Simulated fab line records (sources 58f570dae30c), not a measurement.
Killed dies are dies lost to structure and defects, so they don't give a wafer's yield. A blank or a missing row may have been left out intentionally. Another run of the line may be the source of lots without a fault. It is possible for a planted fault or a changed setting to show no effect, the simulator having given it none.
A sampling plan put to the test + flow berkeley cmos170 + one line in one fab, 8 faults in these records, each fault weighed on the records of the lots it struck
What counts as the plan is the set of the line's own looks, namely the steps on the route at which a gauge or an inspection reads a wafer and does not change it. A look is open to judgement when struck wafers have a number at it and the file gives its usual mean and standard deviation on fault-free wafers. Caught: 4 or more of those standard deviations (sigma) separate the usual mean from the mean of the struck wafers at a look after the fault's first step. On the tool: here the same test is run on the tool's own readings at the fault's steps. A different recipe on the struck wafers counts as caught too, as does a record blank only for those wafers.

THE FAULTS, as the simulator had put them in
1. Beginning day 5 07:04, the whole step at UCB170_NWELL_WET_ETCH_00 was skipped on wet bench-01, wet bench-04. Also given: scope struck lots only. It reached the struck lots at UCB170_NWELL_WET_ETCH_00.
2. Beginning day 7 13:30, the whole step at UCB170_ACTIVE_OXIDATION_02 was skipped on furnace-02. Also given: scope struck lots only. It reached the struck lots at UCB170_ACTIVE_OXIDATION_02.
3. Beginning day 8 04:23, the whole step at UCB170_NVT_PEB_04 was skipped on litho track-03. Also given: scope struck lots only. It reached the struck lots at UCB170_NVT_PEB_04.
4. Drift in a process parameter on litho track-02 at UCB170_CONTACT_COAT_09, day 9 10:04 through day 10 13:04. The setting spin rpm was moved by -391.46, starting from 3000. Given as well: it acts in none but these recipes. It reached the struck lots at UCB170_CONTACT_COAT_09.
5. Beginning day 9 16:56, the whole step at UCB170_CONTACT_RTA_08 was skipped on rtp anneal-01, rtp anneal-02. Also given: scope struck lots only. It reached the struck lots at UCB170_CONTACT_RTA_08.
6. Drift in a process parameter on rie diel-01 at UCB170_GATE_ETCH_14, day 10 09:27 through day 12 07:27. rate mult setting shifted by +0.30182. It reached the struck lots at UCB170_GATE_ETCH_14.
7. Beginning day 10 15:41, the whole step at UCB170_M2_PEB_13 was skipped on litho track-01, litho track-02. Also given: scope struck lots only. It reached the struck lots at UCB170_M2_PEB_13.
8. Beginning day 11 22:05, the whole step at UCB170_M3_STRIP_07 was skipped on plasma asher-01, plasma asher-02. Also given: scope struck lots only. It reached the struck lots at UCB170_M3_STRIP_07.

WHAT THE PLAN SAW
| fault | on the tool itself                               | first look that catches it                      | reading, sigma | median hours from its first step to that look | hours from the fault's start to the first struck lot there | judged looks passed uncaught |
|-------|--------------------------------------------------|-------------------------------------------------|----------------|-----------------------------------------------|------------------------------------------------------------|------------------------------|
| 1     | the tool's record is blank for the struck wafers | none of the 2 looks that can be judged after it | -              | -                                             | -                                                          | 2                            |
| 2     | the tool's record is blank for the struck wafers | not the one look that can be judged after it    | -              | -                                             | -                                                          | 1                            |
| 3     | the tool's record is blank for the struck wafers | no look after it can be judged                  | -              | -                                             | -                                                          | 0                            |
| 4     | spin speed rpm -99 or beyond sigma               | not the one look that can be judged after it    | -              | -                                             | -                                                          | 1                            |
| 5     | the tool's record is blank for the struck wafers | no look after it can be judged                  | -              | -                                             | -                                                          | 0                            |
| 6     | oes product au +9.5 sigma                        | not the one look that can be judged after it    | -              | -                                             | -                                                          | 1                            |
| 7     | the tool's record is blank for the struck wafers | no look after it can be judged                  | -              | -                                             | -                                                          | 0                            |
| 8     | the tool's record is blank for the struck wafers | none of the 2 looks that can be judged after it | -              | -                                             | -                                                          | 2                            |
A dash: the fault isn't caught, or these records don't give the number.

Caught at a look: 0 of 8. Caught on the tool: 8 of 8. By one or the other: 8 of 8.
Faults 1, 2, 3, 4, 5, 6, 7, 8 were caught on the tool alone.
